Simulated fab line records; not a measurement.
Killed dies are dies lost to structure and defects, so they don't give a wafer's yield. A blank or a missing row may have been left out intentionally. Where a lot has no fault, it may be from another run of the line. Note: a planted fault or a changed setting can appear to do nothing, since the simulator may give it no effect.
Problem report, 8D (eight disciplines) form, completed by code | flow berkeley-cmos170 | the parts of the form that need people (team, actions taken, sign-off) are left out

1. PROBLEM STATEMENT
beam-energy-keV at UCB170_PLDD_IMPLANT_08 reads a mean of 10.277 on 6 wafers of 2 lots; wafers without a fault read 10.000 with a standard deviation of 0.003. Measured from the usual mean, that is +92 standard deviations.
Earliest sighting: wafer L638.1 on implanter-01 at day 8 18:17. Wafers with a number at this step in the record: 42, from 14 lots. Rule for "out", or "out of limits": more than 4 standard deviations from the usual mean. The other wafers with a number count as sound.

2. WHAT IT IS AND WHAT IT IS NOT
question                    | is                     | is not
which readings at this step | beam-energy-keV        | beam-on-s
which lots                  | L638, L645             | L628, L631, L632, L633, L634, L635, L636, L637, L639, L648, L649, L650
which wafers of those lots  | all that have a number | -
read on which tools         | implanter-01           | implanter-03, implanter-04
when                        | from day 8 18:17       | up to then (24 sound wafers); but 12 sound wafers of L639, L648, L649, L650 came after

3. THE SUSPECTS, EACH WITH WHAT RULES IT OUT
Counting: any tool at a process step up to the reading is kept as a suspect provided that every lot that is out went through it and no sound lot did after the first of them.
- implanter-01 at UCB170_PLDD_IMPLANT_08: kept. Every lot that is out went through it, starting with L638 (day 8 18:17), and after that it ran no sound lot; the last sound lot it ran before then is L636 (day 8 09:18). On those wafers its own readings are out: beam-energy-keV.
After counting, what remains is implanter-01 at UCB170_PLDD_IMPLANT_08.

4. THE CAUSE (what the simulator had put in)
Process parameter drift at UCB170_PLDD_IMPLANT_08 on implanter-01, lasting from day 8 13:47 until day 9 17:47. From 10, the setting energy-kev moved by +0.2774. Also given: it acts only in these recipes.
Only this tool survived the counting.

5. SEQUENCE OF EFFECTS, ordered by route
Each row: a reading where the mean over the struck wafers with a number is more than 3 standard deviations away from the usual. Scope: only readings with a usual standard deviation given in the record; hours: median across lots of the time from each lot's start at the first step in this table that gives one to its start at this step; sigmas: change in usual standard deviations.
hours | step                   | reading         | usual  | on struck wafers | change | sigmas
0     | UCB170_PLDD_IMPLANT_08 | beam-energy-keV | 10.000 | 10.277           | +0.277 | +92
Here are the process steps it includes:
- UCB170_PLDD_IMPLANT_08
At these later measuring or inspecting steps, every struck wafer for which the step has a row has a number for every such reading, and none has moved that far: UCB170_SDANNEAL_RS_MEAS_04, UCB170_M3_CD_MEAS_15.

6. WHAT WOULD HAVE CAUGHT IT SOONER
In this record no reading fell out of limits until day 8 18:17, 4 hours after the fault had begun at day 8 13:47.
